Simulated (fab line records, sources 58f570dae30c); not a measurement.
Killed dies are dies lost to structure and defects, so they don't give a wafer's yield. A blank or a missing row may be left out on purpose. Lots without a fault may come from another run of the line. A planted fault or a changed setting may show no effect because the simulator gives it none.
Problem report in the 8D (eight disciplines) form, filled by code | flow berkeley_cmos170 | the parts of the form that need people (team, actions taken, sign-off) are left out

1. THE PROBLEM
beam_energy_keV at UCB170_NWELL_IMPLANT_14 reads a mean of 158.32 on 6 wafers of 2 lots; wafers without a fault read 149.99 with a standard deviation of 0.045. That is +99 or more standard deviations from the usual mean.
First seen on wafer L743.2, day 4 07:18, on implanter-04. The record holds 18 wafers of 6 lots with a number at this step. Rule for "out", or "out of limits": more than 4 standard deviations from the usual mean. The other wafers with a number count as sound.

2. WHAT IT IS AND WHAT IT IS NOT
question                    | is                     | is not
which readings at this step | beam_energy_keV        | -
which lots                  | L743, L747             | L734, L740, L751, L754
which wafers of those lots  | all that have a number | -
read on which tools         | implanter-04           | implanter-01, implanter-02
when                        | from day 4 07:18       | up to then (6 sound wafers); but 6 sound wafers of L751, L754 came after

3. SUSPECTS, AND WHAT RULES EACH OUT
Counting: a tool at a process step up to the reading stays a suspect if it ran every lot that is out and no sound lot after the first of them.
- implanter-04 at UCB170_NWELL_IMPLANT_14: kept. It ran every lot that is out, first L743 (day 4 07:18), and no sound lot after that; its last sound lot up to then is L734 (day 2 06:31). Its own readings are out on those wafers: beam_energy_keV.
Left after counting: implanter-04 at UCB170_NWELL_IMPLANT_14.

4. THE CAUSE (what the simulator had put in)
Process parameter drift: implanter-04, from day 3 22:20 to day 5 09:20, at UCB170_NWELL_IMPLANT_14. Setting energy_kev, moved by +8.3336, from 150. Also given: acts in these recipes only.
Counting left only this tool.

5. THE CHAIN OF EFFECTS, in route order
Each row: a reading whose mean over the struck wafers that have a number lies more than 3 standard deviations from the usual. Only readings for which the record gives a usual standard deviation are gone through. hours: the time from each lot's start at the first step in this table that gives one to its start at this step, as a median over the lots. sigmas: the change in usual standard deviations.
hours | step                    | reading         | usual  | on struck wafers | change | sigmas
0     | UCB170_NWELL_IMPLANT_14 | beam_energy_keV | 149.99 | 158.32           | +8.33  | +99 or more
The process steps in it:
- UCB170_NWELL_IMPLANT_14

6. WHAT WOULD HAVE CAUGHT IT SOONER
In this record the first reading out of limits was taken at day 4 07:18, 9 hours after the fault began at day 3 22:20.
